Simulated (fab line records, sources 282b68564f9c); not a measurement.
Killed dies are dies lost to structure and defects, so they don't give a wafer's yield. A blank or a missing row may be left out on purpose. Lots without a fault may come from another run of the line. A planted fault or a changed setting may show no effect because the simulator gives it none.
Which tool did it? | flow rit_cmos | 14 lots, 42 wafers sampled, at 3 steps of a route of 202

WHAT THE GAUGES READ, wafer by wafer
RIT_NRETRO_OVL_MEAS_06. Usual: NRETRO_OVL 0.8 nm, standard deviation 1.3.
lot  | measured    | on         | NRETRO_OVL (nm) | flag
L176 | day 2 14:13 | overlay-01 | 1.2 3.9 3.4     |
L177 | day 2 18:12 | overlay-01 | 1.6 0.5 1.5     |
L178 | day 2 23:01 | overlay-01 | 0.0 -0.8 -0.2   |
L180 | day 3 07:45 | overlay-01 | -0.3 2.3 -0.4   |
L182 | day 3 19:47 | overlay-01 | 1.4 -0.6 -0.6   |
L183 | day 4 00:52 | overlay-02 | 1.5 1.2 -0.3    |
L184 | day 4 06:38 | overlay-02 | -0.7 -1.4 0.0   |
L186 | day 4 14:17 | overlay-01 | 0.5 0.4 0.0     |
L188 | day 4 22:36 | overlay-02 | 2.5 3.1 2.3     |
L190 | day 5 10:24 | overlay-01 | 1.3 1.4 -0.9    |
L191 | day 5 15:22 | overlay-01 | 0.4 -0.2 0.7    |
L193 | day 6 00:50 | overlay-02 | 1.0 1.9 1.6     |
L195 | day 6 09:04 | overlay-02 | - - -           | OFF
L196 | day 6 15:23 | overlay-02 | - - -           | OFF

RIT_PRETRO_TW_MEAS_10. Usual: PRETRO_TW 477, standard deviation 3.9.
lot  | measured    | on            | PRETRO_TW                     | flag
L176 | day 2 16:23 | film_metro-01 | 481 480 480                   |
L177 | day 2 20:29 | film_metro-03 | 476 474 473                   |
L178 | day 3 01:23 | film_metro-03 | 478 478 479                   |
L180 | day 3 09:55 | film_metro-02 | 473 474 473                   |
L182 | day 3 21:57 | film_metro-02 | 468 469 471                   |
L183 | day 4 03:02 | film_metro-01 | 479 481 480                   |
L184 | day 4 08:48 | film_metro-01 | 481 481 482                   |
L186 | day 4 16:27 | film_metro-02 | 470 475 471                   |
L188 | day 5 00:46 | film_metro-02 | 476 473 471                   |
L190 | day 5 12:34 | film_metro-03 | 477 476 478                   |
L191 | day 5 17:32 | film_metro-02 | 473 473 475                   |
L193 | day 6 03:08 | film_metro-03 | 478 479 480                   |
L195 | day 6 11:13 | film_metro-03 | 1090 1082 1082 1089 1085 1083 | OFF
L196 | day 6 17:41 | film_metro-01 | 1094 1094 1096 1101 1094 1094 | OFF

WHICH TOOL RAN EACH LOT (tool, then ch and the chambers of the sampled wafers, then the start)
lot  | RIT_NRETRO_COAT_01
L176 | litho_track-03 ch 0, day 2 13:15
L177 | litho_track-04 ch 0, day 2 17:22
L178 | litho_track-04 ch 0, day 2 22:19
L180 | litho_track-01 ch 0, day 3 06:53
L182 | litho_track-04 ch 0, day 3 19:05
L183 | litho_track-04 ch 0, day 4 00:08
L184 | litho_track-04 ch 0, day 4 05:47
L186 | litho_track-01 ch 0, day 4 13:27
L188 | litho_track-01 ch 0, day 4 21:53
L190 | litho_track-03 ch 0, day 5 09:26
L191 | litho_track-01 ch 0, day 5 14:31
L193 | litho_track-01 ch 0, day 5 23:59
L195 | litho_track-01, day 6 08:12
L196 | litho_track-04, day 6 14:41
- RIT_NRETRO_COAT_01: resist thk 1300 nm.

WHAT THE TOOLS THEMSELVES READ (means of the sampled wafers that have a number; where no wafer has one, the mark that the record gives instead)
RIT_NRETRO_COAT_01. Usual: chill_plate_temp_C 23.00 C, standard deviation 0.11; dispense_pressure_kPa 49 kPa, standard deviation 3.6.
lot  | tool           | chill_plate_temp_C (C) | dispense_pressure_kPa (kPa) | flag
L176 | litho_track-03 | 23.13                  | 45                          |
L177 | litho_track-04 | 22.96                  | 48                          |
L178 | litho_track-04 | 23.00                  | 48                          |
L180 | litho_track-01 | 23.07                  | 54                          |
L182 | litho_track-04 | 23.00                  | 48                          |
L183 | litho_track-04 | 23.00                  | 48                          |
L184 | litho_track-04 | 23.02                  | 48                          |
L186 | litho_track-01 | 23.02                  | 54                          |
L188 | litho_track-01 | 22.97                  | 54                          |
L190 | litho_track-03 | 22.97                  | 45                          |
L191 | litho_track-01 | 22.94                  | 54                          |
L193 | litho_track-01 | 22.90                  | 53                          |
L195 | litho_track-01 | -                      | -                           | OFF
L196 | litho_track-04 | -                      | -                           | OFF

THE ANSWER, worked out from the rows above alone
Rule: a lot is off if the mean of its wafers that have a number lies more than 3 standard deviations from the usual mean. A lot without any number at a reading at which 4 lots or more have one is off too. The other lots that the step has rows for count as sound. The gauges are gone through in route order, then the tools' own readings, and for those a lot's mean is taken as printed above. The first step at which some lot is off is used, and at that step the reading that is off furthest; a lot without a number counts as furthest.
Off: L195, L196, at RIT_NRETRO_OVL_MEAS_06 (NRETRO_OVL). Without a number there: L195, L196.
A tool fits if, at a process step before that reading, it ran every lot that is off, and no sound lot after the first of them. The gauges at RIT_NRETRO_OVL_MEAS_06 aren't tried: what is off there is off at RIT_PRETRO_TW_MEAS_10 too, on other tools, and a gauge's error can't cause that. None of those tried fits.

WHAT THE SIMULATOR HAD PUT IN
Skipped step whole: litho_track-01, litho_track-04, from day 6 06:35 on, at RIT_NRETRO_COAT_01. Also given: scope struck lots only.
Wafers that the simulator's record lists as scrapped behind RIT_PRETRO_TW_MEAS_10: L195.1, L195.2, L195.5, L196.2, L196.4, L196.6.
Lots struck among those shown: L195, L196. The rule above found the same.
